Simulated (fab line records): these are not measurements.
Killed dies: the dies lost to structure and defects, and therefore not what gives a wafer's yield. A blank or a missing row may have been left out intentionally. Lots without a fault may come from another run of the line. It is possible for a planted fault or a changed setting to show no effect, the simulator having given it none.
Split-lot trial | flow rit-cmos | 23 wafers read across 5 lots, on a route 202 steps long

== ABOUT THE SPLIT ==
At RIT_PWELL_IMPLANT_08, the setting dose-cm2 was moved away from the recipe's 7e+13 on 10 of the 23 wafers read, by -5.1% to +6.9%. The other wafers ran this setting at the recipe's value.

== FROM THE SPLIT TO THE READING: what the file shows between them, 3 steps ==
- RIT_PWELL_STRIP_09: strips in O2, time 180 s
- RIT_PWELL_TW_MEAS_10
- RIT_WELLDRIVE_ANNEAL_00: time 14700 s

== THE READING ==
At RIT_WELLDRIVE_RS_MEAS_02, a four-point-probe measurement gives PWELL_RS in ohm/sq. A value of 428.8 ohm/sq with a standard deviation of 1.1 ohm/sq is what fault-free wafers of this fab line usually give.

wafer  | tool, chamber at the split | dose-cm2 as run | against the recipe | PWELL_RS, ohm/sq | against lot-mates on the recipe
L075.1 | implanter-04, 0            | 7.205e+13       | +2.9%              | 420.1            | -7.4
L075.2 | implanter-04, 0            | 7e+13           | recipe             | 427.1            | -
L075.3 | implanter-04, 0            | 7.205e+13       | +2.9%              | 420.1            | -7.4
L075.5 | implanter-04, 0            | 7e+13           | recipe             | 427.9            | -
L075.6 | implanter-04, 0            | 7.205e+13       | +2.9%              | 419.4            | -8.1
L077.2 | implanter-04, 0            | 7.484e+13       | +6.9%              | 409.9            | -17.9
L077.3 | implanter-04, 0            | 7e+13           | recipe             | 427.6            | -
L077.4 | implanter-04, 0            | 7e+13           | recipe             | 427.9            | -
L077.5 | implanter-04, 0            | 7e+13           | recipe             | 428.0            | -
L077.6 | implanter-04, 0            | 7.484e+13       | +6.9%              | 410.8            | -17.0
L081.1 | implanter-02, 0            | 7e+13           | recipe             | 427.5            | -
L081.2 | implanter-02, 0            | 7e+13           | recipe             | 429.3            | -
L081.3 | implanter-02, 0            | 6.643e+13       | -5.1%              | 443.7            | +15.3
L081.4 | implanter-02, 0            | 6.643e+13       | -5.1%              | 442.9            | +14.5
L081.5 | implanter-02, 0            | 7e+13           | recipe             | 428.3            | -
L083.1 | implanter-04, 0            | 7e+13           | recipe             | 429.2            | -
L083.2 | implanter-04, 0            | 7e+13           | recipe             | 427.4            | -
L083.3 | implanter-04, 0            | 7e+13           | recipe             | 428.8            | -
L084.1 | implanter-03, 0            | 7e+13           | recipe             | 428.3            | -
L084.3 | implanter-03, 0            | 7e+13           | recipe             | 427.6            | -
L084.4 | implanter-03, 0            | 6.646e+13       | -5.1%              | 441.5            | +13.5
L084.5 | implanter-03, 0            | 6.646e+13       | -5.1%              | 443.3            | +15.3
L084.6 | implanter-03, 0            | 6.646e+13       | -5.1%              | 441.5            | +13.5

FIT RESULTS
A straight line over all 23 wafers: PWELL_RS changes by -2.74 ohm/sq for each +1% of dose-cm2; r = -1.00; the points scatter about the line by 0.82 ohm/sq.
The same after taking each lot's own level away (the mean of its wafers on the recipe; 23 wafers): -2.7 ohm/sq for each +1%; r = -1.00; scatter 0.74 ohm/sq.
On that fit, the largest move of dose-cm2 shifts the reading by 19 ohm/sq.
Across the lots, their own levels run from 427.50 to 428.47 ohm/sq, a range of 0.9 times the standard deviation given above.
Consequently the slope shifts little with the lot-to-lot level, the two slopes agreeing.
Check: for one of the wafers moved furthest among these (+6.9%), held out of the fit, the line's prediction against its lot-mates is -18.5 ohm/sq. It came out at -17.9 ohm/sq against them.

== THE OTHER SPLITS THESE WAFERS WENT THROUGH ==
Before the reading, these wafers also passed through other splits. Each is held against what the fit with the lots' levels taken away leaves over:
other split on the same wafers   | wafers away from the commonest value | r with PWELL_RS (lot level and that fit taken away)
RIT_ACTIVE_OXIDATION_01 temp-c   | 15                                   | +0.03
RIT_ACTIVE_CVD_03 pressure-mtorr | 18                                   | +0.15
RIT_FOX2_WET_ETCH_03 time-s      | 10                                   | +0.14
RIT_NWELL_IMPLANT_08 energy-kev  | 9                                    | -0.13

== THE WHOLE CHAIN: every reading that the file lists as answering this split, in the file's order ==
step                     | what it does                 | reading  | change (the file's fit)           | r (the file's)
RIT_PWELL_TW_MEAS_10     |                              | PWELL_TW | +3.33 for each +1% of the setting | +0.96
RIT_WELLDRIVE_RS_MEAS_02 | measures by four-point-probe | PWELL_RS | -2.69 for each +1% of the setting | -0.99

== THE FILE'S OWN FIT ==
PWELL_RS changes by -2.69 ohm/sq for each +1% of dose-cm2, r = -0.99.
